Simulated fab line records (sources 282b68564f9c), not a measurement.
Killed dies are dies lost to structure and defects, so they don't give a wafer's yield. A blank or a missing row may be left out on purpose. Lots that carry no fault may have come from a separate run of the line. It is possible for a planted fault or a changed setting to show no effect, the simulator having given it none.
A struck lot beside a sound one -- flow rit_cmos -- 18 steps out of a route of 202
Sound: the wafers L649.2, L649.3, L649.4. Wafers L663.1, L663.5, L663.6 were the ones struck. Last of all comes the cause.
At each step with rows: each side's tool, then ch and its chambers, then its first start. Under that, the readings that differ: sound wafers -- struck wafers -- difference of the means -- sigmas: that difference in standard deviations of wafers without a fault.
alike: same words and numbers on both sides, and readings whose means sit less than 2 such deviations apart. not compared: any withheld reading, any reading some wafer has no value for, any bound like >300 that may hide the same value, and any number with overlapping values for which the record gives no deviation.
Wherever a step has rows on one side only, a row that says differs or no value, or a row with sigmas, the two part there. Numbers that have no deviation but don't overlap get no sigmas and don't part them. Lack of a reading on every wafer of one side parts them only where that side has two or more wafers.

first, 2 steps without rows for these wafers: RIT_ACTIVE_CLEAN_17 (cleans in SC2, time 600 s); RIT_FOX1_OXIDATION_00 (target thk 350.7 nm, ox time 1130 s).
RIT_FOX1_THK_MEAS_01:
  sound: film_metro-02 at day 1 16:57; struck: film_metro-02 at day 4 15:46
  alike: FOX1_OXIDE_THK
then, 2 steps without rows for these wafers: RIT_FOX1_WET_ETCH_02 (etches SiO2 in BOE, target depth 350 nm, time 390 s); RIT_FOX2_OXIDATION_00 (target thk 350.7 nm, ox time 1130 s).
RIT_FOX2_THK_MEAS_01:
  sound: film_metro-02 at day 1 18:26; struck: film_metro-03 at day 4 17:15
  alike: FOX2_OXIDE_THK
then, 2 steps without rows for these wafers: RIT_FOX2_CLEAN_02 (cleans in dHF, time 180 s); RIT_FOX2_WET_ETCH_03 (etches Si3N4 in H3PO4, target depth 195 nm, time 2700 s).
RIT_FOX2_THK_MEAS_90:
  sound: film_metro-03 at day 1 19:24; struck: film_metro-03 at day 4 18:08
  alike: FIELD_OXIDE_LEFT_1_THK
then, 3 steps without rows for these wafers: RIT_NWELL_HMDS_00 (prime time 60 s); RIT_NWELL_COAT_01 (resist thk 1300 nm); RIT_NWELL_SOFTBAKE_02 (time 60 s).
RIT_NWELL_EXPOSE_03: exposes mask M2, target cd 43900 nm.
  sound on iline_stepper-02 ch 0, day 1 19:55; struck on iline_stepper-02 ch 0, day 4 18:46
reading,sound,struck,difference,sigmas
model.NWELL.overlay_x_nm (nm),0.2769 0.2769 0.2769,-150.8 -150.8 -150.8,-151.1,
  alike: mask
then, 2 steps without rows for these wafers: RIT_NWELL_PEB_04; RIT_NWELL_DEVELOP_05 (develop time 68 s).
RIT_NWELL_OVL_MEAS_06:
  sound: overlay-02 at day 1 20:20; struck: overlay-01 at day 4 19:12
reading,sound,struck,difference,sigmas
NWELL_OVL (nm),-1.8 -1.2 -1.2,-149.9 -150.1 -151.7,-149.2,-99 or more
then, 1 step without rows for these wafers: RIT_NWELL_HARDBAKE_07 (time 120 s).
RIT_M1_PROBE_99:
  sound: prober-01 at day 3 10:05; struck: prober-02 at day 6 08:07
reading,sound,struck,difference,sigmas
model.etest.well_edge_right.line_ohm_um,182.7 180.7 182.3,194.6 192.3 191.3,+10.8,
model.etest.well_edge_left.line_ohm_um,183.2 184.5 181.7,175.6 176.3 177.9,-6.5,
  alike: killed_at_front_end, killed_dies, killed_open, killed_short

WHERE THEY PART
Only at RIT_NWELL_OVL_MEAS_06, within this record. Later steps at which nothing parts them and some readings are alike: RIT_M1_PROBE_99.

WHY: what the simulator had put in
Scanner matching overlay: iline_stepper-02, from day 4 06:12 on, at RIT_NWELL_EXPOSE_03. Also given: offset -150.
